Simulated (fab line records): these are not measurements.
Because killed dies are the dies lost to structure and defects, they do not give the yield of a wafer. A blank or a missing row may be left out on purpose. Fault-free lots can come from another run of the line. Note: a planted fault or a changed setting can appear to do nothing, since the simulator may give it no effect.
Which of the tools did it? || flow berkeley cmos170 || 15 lots with 45 wafers sampled at 2 steps, on a route of 331 steps

== WHAT THE GAUGES READ, wafer by wafer ==
UCB170_PVT_TW_MEAS_09.
{"lot": "L801", "measured": "day 7 02:14", "on": "film metro-03", "PVT_TW": "517 515 513"}
{"lot": "L802", "measured": "day 7 02:31", "on": "film metro-02", "PVT_TW": "508 508 508"}
{"lot": "L805", "measured": "day 7 07:30", "on": "film metro-03", "PVT_TW": "512 515 518"}
{"lot": "L803", "measured": "day 7 07:37", "on": "film metro-02", "PVT_TW": "507 507 509"}
{"lot": "L804", "measured": "day 7 08:27", "on": "film metro-02", "PVT_TW": "509 508 511"}
{"lot": "L808", "measured": "day 8 18:23", "on": "film metro-04", "PVT_TW": "517 518 516"}
{"lot": "L809", "measured": "day 8 18:24", "on": "film metro-03", "PVT_TW": "518 519 516"}
{"lot": "L812", "measured": "day 9 06:37", "on": "film metro-03", "PVT_TW": "1073 1071 1066 1064 1071 1066"}
{"lot": "L813", "measured": "day 9 06:53", "on": "film metro-04", "PVT_TW": "1068 1069 1066 1064 1072 1068"}
{"lot": "L814", "measured": "day 9 19:49", "on": "film metro-02", "PVT_TW": "505 508 505"}
{"lot": "L816", "measured": "day 10 04:53", "on": "film metro-04", "PVT_TW": "1064 1061 1066 1067 1063 1057"}
{"lot": "L818", "measured": "day 10 23:59", "on": "film metro-03", "PVT_TW": "514 513 514"}
{"lot": "L819", "measured": "day 11 08:17", "on": "film metro-03", "PVT_TW": "513 513 512"}
{"lot": "L821", "measured": "day 11 16:14", "on": "film metro-02", "PVT_TW": "507 505 505"}
{"lot": "L822", "measured": "day 12 02:50", "on": "film metro-03", "PVT_TW": "518 517 520"}

== EACH LOT AND THE TOOL THAT RAN IT (in order: tool; ch and the chambers of the sampled wafers; start) ==
{"lot": "L801", "UCB170_PVT_IMPLANT_07": "implanter-03 ch 0, day 7 01:59"}
{"lot": "L802", "UCB170_PVT_IMPLANT_07": "implanter-01 ch 0, day 7 02:16"}
{"lot": "L805", "UCB170_PVT_IMPLANT_07": "implanter-01 ch 0, day 7 07:16"}
{"lot": "L803", "UCB170_PVT_IMPLANT_07": "implanter-04 ch 0, day 7 07:22"}
{"lot": "L804", "UCB170_PVT_IMPLANT_07": "implanter-01 ch 0, day 7 08:14"}
{"lot": "L808", "UCB170_PVT_IMPLANT_07": "implanter-01 ch 0, day 8 18:09"}
{"lot": "L809", "UCB170_PVT_IMPLANT_07": "implanter-04 ch 0, day 8 18:11"}
{"lot": "L812", "UCB170_PVT_IMPLANT_07": "implanter-01 ch 0, day 9 06:22"}
{"lot": "L813", "UCB170_PVT_IMPLANT_07": "implanter-01 ch 0, day 9 06:41"}
{"lot": "L814", "UCB170_PVT_IMPLANT_07": "implanter-04 ch 0, day 9 19:34"}
{"lot": "L816", "UCB170_PVT_IMPLANT_07": "implanter-01 ch 0, day 10 04:39"}
{"lot": "L818", "UCB170_PVT_IMPLANT_07": "implanter-04 ch 0, day 10 23:46"}
{"lot": "L819", "UCB170_PVT_IMPLANT_07": "implanter-03 ch 0, day 11 08:02"}
{"lot": "L821", "UCB170_PVT_IMPLANT_07": "implanter-04 ch 0, day 11 15:59"}
{"lot": "L822", "UCB170_PVT_IMPLANT_07": "implanter-03 ch 0, day 12 02:35"}
- UCB170_PVT_IMPLANT_07

== WHAT THE TOOLS THEMSELVES READ (means of the sampled wafers that have a number; where no wafer has one, the mark that the record gives instead) ==
UCB170_PVT_IMPLANT_07.
{"lot": "L801", "tool": "implanter-03", "dose ions cm2": 2.0021e+12, "faraday current uA": 6.38, "tilt deg (degrees)": 7.006}
{"lot": "L802", "tool": "implanter-01", "dose ions cm2": 2.0024e+12, "faraday current uA": 6.25, "tilt deg (degrees)": 7.013}
{"lot": "L805", "tool": "implanter-01", "dose ions cm2": 1.9980e+12, "faraday current uA": 6.31, "tilt deg (degrees)": 7.035}
{"lot": "L803", "tool": "implanter-04", "dose ions cm2": 2.0009e+12, "faraday current uA": 6.40, "tilt deg (degrees)": 7.017}
{"lot": "L804", "tool": "implanter-01", "dose ions cm2": 2.0032e+12, "faraday current uA": 6.40, "tilt deg (degrees)": 7.001}
{"lot": "L808", "tool": "implanter-01", "dose ions cm2": 1.9979e+12, "faraday current uA": 6.35, "tilt deg (degrees)": 6.995}
{"lot": "L809", "tool": "implanter-04", "dose ions cm2": 1.9990e+12, "faraday current uA": 6.38, "tilt deg (degrees)": 6.991}
{"lot": "L812", "tool": "implanter-01", "dose ions cm2": 2.0002e+13, "faraday current uA": 64.11, "tilt deg (degrees)": 6.992}
{"lot": "L813", "tool": "implanter-01", "dose ions cm2": 1.9999e+13, "faraday current uA": 64.72, "tilt deg (degrees)": 6.974}
{"lot": "L814", "tool": "implanter-04", "dose ions cm2": 1.9990e+12, "faraday current uA": 6.30, "tilt deg (degrees)": 7.017}
{"lot": "L816", "tool": "implanter-01", "dose ions cm2": 2.0000e+13, "faraday current uA": 63.80, "tilt deg (degrees)": 6.959}
{"lot": "L818", "tool": "implanter-04", "dose ions cm2": 2.0042e+12, "faraday current uA": 6.29, "tilt deg (degrees)": 7.016}
{"lot": "L819", "tool": "implanter-03", "dose ions cm2": 2.0020e+12, "faraday current uA": 6.32, "tilt deg (degrees)": 7.008}
{"lot": "L821", "tool": "implanter-04", "dose ions cm2": 2.0013e+12, "faraday current uA": 6.38, "tilt deg (degrees)": 7.008}
{"lot": "L822", "tool": "implanter-03", "dose ions cm2": 2.0009e+12, "faraday current uA": 6.30, "tilt deg (degrees)": 6.994}

== THE ANSWER, worked out from the rows above alone ==
Rule: usual is defined by the lots themselves. Put in order of their means at a reading, lots are off if they are a third of the lots or fewer, leave a main group of 4 or more, and stand apart from it by a gap of 3 or more times the standard deviation of the main group's means; of several such gaps the widest counts. A main group whose means are all the same, to the digits that the tables above print for the reading, isn't used. A lot without any number at a reading at which 4 lots or more have one is off too. The other lots that the step has rows for count as sound. First the gauges in route order, then the tools' own readings, where a lot's mean is used as printed above. At the first step where some lot is off, the reading lying furthest off is the one used; lots without a number count as furthest.
Off: L812, L813, L816, seen at UCB170_PVT_TW_MEAS_09 (PVT_TW). Mean 512 and standard deviation 4.4 in the main group.
If a tool, at a process step before that reading, ran all the lots that are off and no sound lot after the first of them, it fits. Not tried: the gauges at UCB170_PVT_TW_MEAS_09; whatever is off there is also off at UCB170_PVT_IMPLANT_07, on other tools, and gauge error can't account for it. One fits: UCB170_PVT_IMPLANT_07 on implanter-01. A fault onset in the window from L808 (day 8 18:09, its last sound lot) to L812 (day 9 06:22, its first lot off) fits.
The tool's own readings at UCB170_PVT_IMPLANT_07 bear it out: on the lots that are off they differ by more than 5 times the standard deviation of the sound lots' means. dose ions cm2 reads 2.0000e+13 there against 2.0009e+12 on the sound lots; faraday current uA reads 64.21 there against 6.34 on the sound lots.

== WHAT WAS PUT IN BY THE SIMULATOR ==
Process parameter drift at UCB170_PVT_IMPLANT_07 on implanter-01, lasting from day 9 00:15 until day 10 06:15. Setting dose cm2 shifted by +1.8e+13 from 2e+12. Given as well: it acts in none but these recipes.
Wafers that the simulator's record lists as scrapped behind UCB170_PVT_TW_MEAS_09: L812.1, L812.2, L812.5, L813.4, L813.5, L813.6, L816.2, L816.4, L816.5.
Shown lots that were struck: L812, L813, L816. The same result came from the rule above.
